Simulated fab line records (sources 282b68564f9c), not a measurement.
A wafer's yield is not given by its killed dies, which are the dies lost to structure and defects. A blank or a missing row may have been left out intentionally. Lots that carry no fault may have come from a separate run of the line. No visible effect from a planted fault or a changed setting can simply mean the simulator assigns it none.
Which of the tools did it? + flow rit_cmos + route of 202 steps, sampled at 1 step: 15 lots, 45 wafers

## WHAT THE GAUGES READ, wafer by wafer
No reading from a measuring or inspecting step in the record can be judged against a usual standard deviation.

## TOOL THAT RAN EACH LOT (tool first, then ch and the chambers of the sampled wafers, then the start)
| lot  | RIT_ACTIVE_OXIDATION_01      |
|------|------------------------------|
| L143 | furnace-02 ch 0, day 1 20:11 |
| L145 | furnace-03 ch 0, day 2 06:07 |
| L147 | furnace-02 ch 0, day 2 16:07 |
| L148 | furnace-03 ch 0, day 2 21:07 |
| L149 | furnace-01 ch 0, day 3 02:07 |
| L154 | furnace-02, day 4 03:07      |
| L155 | furnace-03, day 4 08:07      |
| L156 | furnace-02, day 4 13:07      |
| L158 | furnace-03 ch 0, day 4 23:07 |
| L159 | furnace-01 ch 0, day 5 06:32 |
| L160 | furnace-01 ch 0, day 5 09:07 |
| L161 | furnace-03 ch 0, day 5 14:07 |
| L162 | furnace-03 ch 0, day 5 19:07 |
| L163 | furnace-02 ch 0, day 6 00:07 |
| L164 | furnace-01 ch 0, day 6 05:07 |
- RIT_ACTIVE_OXIDATION_01: target thk 46.8 nm, ox time 3360 s.

## WHAT THE TOOLS THEMSELVES READ (means of the sampled wafers that have a number; where no wafer has one, the mark that the record gives instead)
RIT_ACTIVE_OXIDATION_01.
| lot  | tool       | ox_temp_c (C) | ox_temp_c_max | tube_center_temp_C (C) | zone_power_load_pct (%) |
|------|------------|---------------|---------------|------------------------|-------------------------|
| L143 | furnace-02 | 1000.2        | 1002.8        | 1000                   | 34.3                    |
| L145 | furnace-03 | 999.8         | 1003.9        | 1000                   | 33.8                    |
| L147 | furnace-02 | 1000.1        | 1003.5        | 1000                   | 34.4                    |
| L148 | furnace-03 | 999.6         | 1004.5        | 1000                   | 34.0                    |
| L149 | furnace-01 | 999.6         | 1006.0        | 1000                   | 32.0                    |
| L154 | furnace-02 | -             | -             | -                      | -                       |
| L155 | furnace-03 | -             | -             | -                      | -                       |
| L156 | furnace-02 | -             | -             | -                      | -                       |
| L158 | furnace-03 | 1000.0        | 1004.3        | 1000                   | 34.0                    |
| L159 | furnace-01 | 1000.5        | 1006.6        | 1000                   | 31.7                    |
| L160 | furnace-01 | 999.9         | 1006.8        | 1000                   | 31.5                    |
| L161 | furnace-03 | 1000.2        | 1004.2        | 1000                   | 33.7                    |
| L162 | furnace-03 | 1000.3        | 1005.2        | 1000                   | 33.9                    |
| L163 | furnace-02 | 999.8         | 1002.9        | 1000                   | 34.4                    |
| L164 | furnace-01 | 1000.4        | 1007.8        | 1000                   | 31.5                    |

## THE ANSWER, worked out from the rows above alone
Rule: usual is defined by the lots themselves. The widest of any qualifying gaps counts: lots, ordered by their means at a reading, are off when they make up no more than a third of the lots, leave a main group of 4 or more, and stand apart from it by 3 or more times the standard deviation of that group's means. A main group is skipped when, at the precision printed for the reading in the tables above, its means are all equal. Also off: a lot with no number at a reading for which 4 or more lots have one. Any other lot the step has rows for is counted as sound. Order of review: gauges by route order, followed by the tools' own readings, for which a lot's mean as printed above is used. At the first step where some lot is off, the reading lying furthest off is the one used; lots without a number count as furthest.
Off at RIT_ACTIVE_OXIDATION_01 (ox_temp_c): L154, L155, L156. Without a number there: L154, L155, L156. For the main group the mean is 1000.0 C and the standard deviation 0.29.
If a tool, at that step or one of the process steps before it, ran each lot that is off and ran no sound lot following the first of them, it fits. Of those tried, none fits.

## WHAT WAS PUT IN BY THE SIMULATOR
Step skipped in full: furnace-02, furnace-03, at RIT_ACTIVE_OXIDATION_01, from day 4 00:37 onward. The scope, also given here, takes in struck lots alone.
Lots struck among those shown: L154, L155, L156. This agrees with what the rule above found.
